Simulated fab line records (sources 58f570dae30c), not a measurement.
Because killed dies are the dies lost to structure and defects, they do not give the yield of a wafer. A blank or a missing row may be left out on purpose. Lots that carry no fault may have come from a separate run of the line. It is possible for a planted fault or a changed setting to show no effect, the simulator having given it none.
The same fault as seen by 2 desks ; flow berkeley_cmos170 ; each desk holds nothing but its own numbers, with what lay behind them at the end

== DESK OF THE TOOL OWNER: implanter-03 ==
For each lot that ran on this tool, the mean over its sampled wafers that have a number, from the tool's own readings at UCB170_NWELL_IMPLANT_14. A lot is out of limits, marked OUT, if its mean lies more than 4 standard deviations from the usual mean; the brackets give that distance.
Columns: A = beam_energy_keV at UCB170_NWELL_IMPLANT_14, usual 150.00; B = dose_ions_cm2 at UCB170_NWELL_IMPLANT_14, usual 1.0002e+13; C = faraday_current_uA at UCB170_NWELL_IMPLANT_14, usual 31.7
lot;first seen here;A;B;C
L425;day 2 16:14;150.03;9.9983e+12;31.9
L426;day 2 23:45;149.98;1.0002e+13;31.8
L427;day 3 04:59;150.07;1.0344e+13 (+31) OUT;32.1
L431;day 3 19:48;149.98;1.0343e+13 (+31) OUT;33.7
This desk's finding: out of limits on L427, L431; first on L427, day 3 04:59 (dose_ions_cm2 at UCB170_NWELL_IMPLANT_14). L425, L426 stayed within limits.

== METROLOGY DESK ==
What the gauges read, lot by lot, whatever tool the lot ran on: means of the sampled wafers that have a number. A lot is out of limits, marked OUT, if its mean lies more than 4 standard deviations from the usual mean; the brackets give that distance.
Columns: A = NWELL_OXIDE_THK at UCB170_NWELL_THK_MEAS_02, usual 26.3 nm; B = NWELL_NITRIDE_THK at UCB170_NWELL_THK_MEAS_05, usual 224.3 nm; C = NWELL_OVL at UCB170_NWELL_OVL_MEAS_12, usual -5 nm
lot;first seen here;A;B;C
L425;day 2 07:48;26.8;224.8;-2
L426;day 2 15:20;25.8;221.2;-9
L427;day 2 19:33;25.9;224.6;-5
L429;day 3 03:14;26.9;225.7;4
L431;day 3 09:11;25.9;223.9;1
L443;day 5 21:44;25.9;225.3;-6
Result from this desk: across the 6 lots, nothing is out of limits.

== ALL TOGETHER ==
An alarm could have come from the tool owner's desk at day 3 04:59, on L427, L431.
Metrology desk: nothing out of limits seen.
The metrology desk has L427, L431 on record, within its limits.
Of the lots named, all ran UCB170_NWELL_IMPLANT_14 on implanter-03.

== WHAT WAS PUT IN BY THE SIMULATOR ==
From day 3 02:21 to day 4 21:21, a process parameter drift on implanter-03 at UCB170_NWELL_IMPLANT_14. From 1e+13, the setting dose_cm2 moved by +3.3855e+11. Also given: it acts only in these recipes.
Struck lots among those shown: L427, L431.
Each desk's first reading out of limits, in hours after the fault started: the tool owner's desk, 3.
